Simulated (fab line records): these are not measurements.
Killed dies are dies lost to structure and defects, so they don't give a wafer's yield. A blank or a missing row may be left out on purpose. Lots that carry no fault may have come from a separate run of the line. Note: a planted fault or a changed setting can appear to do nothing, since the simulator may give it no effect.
The tool behind it: which one? ; flow berkeleyCmos170 ; 14 lots, 42 wafers sampled, at 5 steps of a route of 331

## WHAT THE GAUGES READ, wafer by wafer
UCB170_START_BOW_MEAS_00. Usual: INCOMING_BOW 0 um, standard deviation 6.4.
lot;measured;on;INCOMING_BOW (um);flag
L598;day 1 10:00;filmMetro-04;7 8 -3;
L600;day 1 20:00;filmMetro-01;-5 -5 -8;
L602;day 2 06:00;filmMetro-04;-2 0 -7;
L603;day 2 11:00;filmMetro-03;-6 -2 1;
L604;day 2 16:00;filmMetro-01;-6 1 -9;
L605;day 2 21:00;filmMetro-03;8 1 4;
L606;day 3 02:02;filmMetro-01;-1 -9 -6;
L607;day 3 07:00;filmMetro-03;-3 -8 1;
L608;day 3 12:04;filmMetro-01;10 -1 6;
L609;day 3 17:01;filmMetro-03;-10 10 -2;
L616;day 5 04:01;filmMetro-04;-6 0 -6;
L618;day 5 14:01;filmMetro-03;-1 4 6;
L619;day 5 19:01;filmMetro-01;11 -14 2;
L620;day 6 00:00;filmMetro-04;3 0 3;

UCB170_START_THK_MEAS_03. Usual: START_OXIDE_THK 19.9 nm, standard deviation 0.43.
lot;measured;on;START_OXIDE_THK (nm);flag
L598;day 1 13:26;filmMetro-01;20.0 20.1 20.4;
L600;day 2 01:06;filmMetro-03;20.3 20.1 19.9;
L602;day 2 10:46;filmMetro-04;19.9 20.0 19.9;
L603;day 2 16:22;filmMetro-03;20.0 19.8 20.0;
L604;day 2 20:02;filmMetro-04;19.9 19.5 19.7;
L605;day 3 02:10;filmMetro-03;19.6 19.7 19.6;
L606;day 3 04:46;filmMetro-04;20.0 20.0 20.1;
L607;day 3 10:46;filmMetro-01;20.0 20.2 20.0;
L608;day 3 14:05;filmMetro-03;19.5 19.6 19.4;
L609;day 3 20:45;filmMetro-04;19.6 19.8 20.1;
L616;day 5 08:05;filmMetro-01;19.4 19.1 19.2;
L618;day 5 18:58;filmMetro-03;20.3 20.1 20.2;
L619;day 5 23:24;filmMetro-04;19.4 19.4 19.0;
L620;day 6 04:47;filmMetro-04;20.6 20.3 20.8;

UCB170_ACTIVE_THK_MEAS_03. Usual: ACTIVE_OXIDE_THK 26.0 nm, standard deviation 0.53.
lot;measured;on;ACTIVE_OXIDE_THK (nm);flag
L598;day 3 14:42;filmMetro-03;27.0 26.9 26.7;
L600;day 4 12:43;filmMetro-01;25.7 25.7 26.1;
L602;day 4 12:43;filmMetro-04;26.5 25.8 26.2;
L603;day 5 01:17;filmMetro-04;25.9 25.9 25.5;
L604;day 5 01:17;filmMetro-03;26.4 26.4 26.0;
L605;day 5 01:21;filmMetro-04;25.3 25.4 25.1;
L606;day 5 03:10;filmMetro-01;38.0 37.4 38.2;OFF
L607;day 5 09:26;filmMetro-04;25.7 24.7 25.6;
L608;day 5 16:25;filmMetro-03;25.5 26.0 25.8;
L609;day 6 02:00;filmMetro-04;25.3 25.7 26.0;
L616;day 7 18:31;filmMetro-03;36.8 37.1 37.7;OFF
L618;day 8 02:29;filmMetro-01;26.8 26.6 26.4;
L619;day 8 02:29;filmMetro-03;26.3 25.9 26.4;
L620;day 8 12:20;filmMetro-01;26.8 26.2 26.3;

UCB170_PSD_CD_MEAS_06: target cd 1200 nm. Usual: cdNm at 1200.2 nm, with a standard deviation of 1.6.
lot;measured;on;cdNm (nm);flag
L598;day 6 03:58;cdSem-02;1200.5 1199.2 1199.5;
L600;day 7 00:52;cdSem-01;1201.7 1202.0 1201.4;
L602;day 7 01:23;cdSem-02;1198.9 1197.8 1197.4;
L603;day 7 09:41;cdSem-01;1197.9 1198.3 1198.4;
L604;day 7 09:31;cdSem-01;1199.5 1200.5 1200.0;
L605;day 7 10:06;cdSem-02;1201.1 1202.1 1202.6;
L606;day 7 09:53;cdSem-01;1199.8 1199.8 1198.7;
L607;day 8 02:53;cdSem-01;1197.6 1198.8 1198.2;
L608;day 8 09:45;cdSem-02;1202.0 1201.3 1202.3;
L609;day 8 18:29;cdSem-02;1201.0 1201.7 1200.5;
L616;day 10 06:11;cdSem-02;1200.2 1200.3 1198.7;
L618;day 10 16:46;cdSem-01;1198.2 1198.3 1198.5;
L619;day 10 17:02;cdSem-01;1199.1 1199.3 1200.7;
L620;day 11 01:25;cdSem-01;1199.6 1199.7 1198.6;

## EACH LOT AND THE TOOL THAT RAN IT (in order: tool; ch and the chambers of the sampled wafers; start)
lot;UCB170_ACTIVE_OXIDATION_02
L598;furnace-01 ch 0, day 3 13:21
L600;furnace-02 ch 0, day 4 11:22
L602;furnace-02 ch 0, day 4 11:22
L603;furnace-02 ch 0, day 4 23:56
L604;furnace-02 ch 0, day 4 23:56
L605;furnace-02 ch 0, day 4 23:56
L606;furnace-02 ch 0, day 4 23:56 and furnace-01 ch 0, day 5 01:47
L607;furnace-02 ch 0, day 5 08:05
L608;furnace-01 ch 0, day 5 15:02
L609;furnace-01 ch 0, day 6 00:38
L616;furnace-01 ch 0, day 7 14:33
L618;furnace-03 ch 0, day 8 01:08
L619;furnace-03 ch 0, day 8 01:08
L620;furnace-03 ch 0, day 8 10:59
- UCB170_ACTIVE_OXIDATION_02: target thk 26.4 nm, ox time 1260 s.

## WHAT THE TOOLS THEMSELVES READ (means of the sampled wafers that have a number; where no wafer has one, the mark that the record gives instead)
UCB170_ACTIVE_OXIDATION_02. Usual: oxTempCMax at 1005.1, with a standard deviation of 1.2.
lot;tool;oxTempCMax;flag
L598;furnace-01;1005.7;
L600;furnace-02;1005.2;
L602;furnace-02;1005.0;
L603;furnace-02;1005.7;
L604;furnace-02;1005.9;
L605;furnace-02;1006.0;
L606;furnace-02/furnace-01;1005.6;
L607;furnace-02;1004.9;
L608;furnace-01;1006.2;
L609;furnace-01;1005.7;
L616;furnace-01;1005.9;
L618;furnace-03;1004.0;
L619;furnace-03;1003.8;
L620;furnace-03;1004.3;

## THE ANSWER, worked out from the rows above alone
Rule: take the mean of a lot's wafers that have a number; if it is more than 3 standard deviations from the usual mean, the lot is off. A lot without any number at a reading at which 4 lots or more have one is off too. Any other lot the step has rows for is counted as sound. First the gauges in route order, then the tools' own readings, where a lot's mean is used as printed above. At the first step where some lot is off, the reading lying furthest off is the one used; lots without a number count as furthest.
Off: at UCB170_ACTIVE_THK_MEAS_03 (ACTIVE_OXIDE_THK), L606, L616.
If a tool, at a process step before that reading, ran all the lots that are off and no sound lot after the first of them, it fits. Gauges at UCB170_ACTIVE_THK_MEAS_03: tried the same way as those tools. Of those tried, none fits.

## WHAT THE SIMULATOR PUT IN
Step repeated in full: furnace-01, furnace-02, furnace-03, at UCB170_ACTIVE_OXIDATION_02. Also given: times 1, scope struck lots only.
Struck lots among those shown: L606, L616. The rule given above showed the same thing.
